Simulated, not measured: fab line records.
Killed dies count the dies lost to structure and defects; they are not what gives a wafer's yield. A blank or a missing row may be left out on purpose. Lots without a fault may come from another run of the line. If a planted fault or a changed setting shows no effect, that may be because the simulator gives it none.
Which tool was responsible? || flow berkeley-cmos170 || Sampling: 7 lots, 21 wafers, 2 of 331 route steps

WHAT EACH GAUGE READ, for each wafer
UCB170_PWELL_THK_MEAS_06.
{"lot": "L220", "measured": "day 4 06:19", "on": "film-metro-02", "PWELL_NITRIDE_THK (nm)": "221.8 221.4 221.8"}
{"lot": "L226", "measured": "day 5 03:41", "on": "film-metro-04", "PWELL_NITRIDE_THK (nm)": "225.0 225.0 224.4"}
{"lot": "L228", "measured": "day 5 12:50", "on": "film-metro-01", "PWELL_NITRIDE_THK (nm)": "224.1 224.1 221.2"}
{"lot": "L230", "measured": "day 5 12:55", "on": "film-metro-01", "PWELL_NITRIDE_THK (nm)": "221.4 220.1 220.5"}
{"lot": "L232", "measured": "day 5 23:49", "on": "film-metro-01", "PWELL_NITRIDE_THK (nm)": "218.8 219.9 220.6"}
{"lot": "L234", "measured": "day 6 14:16", "on": "film-metro-04", "PWELL_NITRIDE_THK (nm)": "222.2 221.7 222.2"}
{"lot": "L236", "measured": "day 6 14:20", "on": "film-metro-02", "PWELL_NITRIDE_THK (nm)": "218.8 220.3 219.6"}

TOOL THAT RAN EACH LOT (tool first, then ch and the chambers of the sampled wafers, then the start)
{"lot": "L220", "UCB170_NWELL_STRIP_15": "plasma-asher-02 ch 0,1, day 3 08:28"}
{"lot": "L226", "UCB170_NWELL_STRIP_15": "plasma-asher-02 ch 0,1, day 4 09:07"}
{"lot": "L228", "UCB170_NWELL_STRIP_15": "plasma-asher-03 ch 0,1, day 4 15:34"}
{"lot": "L230", "UCB170_NWELL_STRIP_15": "plasma-asher-03 ch 0,1, day 4 15:50"}
{"lot": "L232", "UCB170_NWELL_STRIP_15": "plasma-asher-02 ch 0,1, day 5 04:23"}
{"lot": "L234", "UCB170_NWELL_STRIP_15": "plasma-asher-02 ch 0,1, day 5 15:19"}
{"lot": "L236", "UCB170_NWELL_STRIP_15": "plasma-asher-02 ch 0,1, day 5 23:28"}
- UCB170_NWELL_STRIP_15: strips in O2.

THE ANSWER, worked out from the rows above alone
Rule: usual is defined by the lots themselves. The widest of any qualifying gaps counts: lots, ordered by their means at a reading, are off when they make up no more than a third of the lots, leave a main group of 4 or more, and stand apart from it by 3 or more times the standard deviation of that group's means. If all means in a main group match to the digits the tables above print for the reading, that group is not used. A lot without any number at a reading at which 4 lots or more have one is off too. All remaining lots with rows at the step are treated as sound.
No lot is off at any reading shown: from this, nothing can be told.

WHAT THE SIMULATOR PUT IN
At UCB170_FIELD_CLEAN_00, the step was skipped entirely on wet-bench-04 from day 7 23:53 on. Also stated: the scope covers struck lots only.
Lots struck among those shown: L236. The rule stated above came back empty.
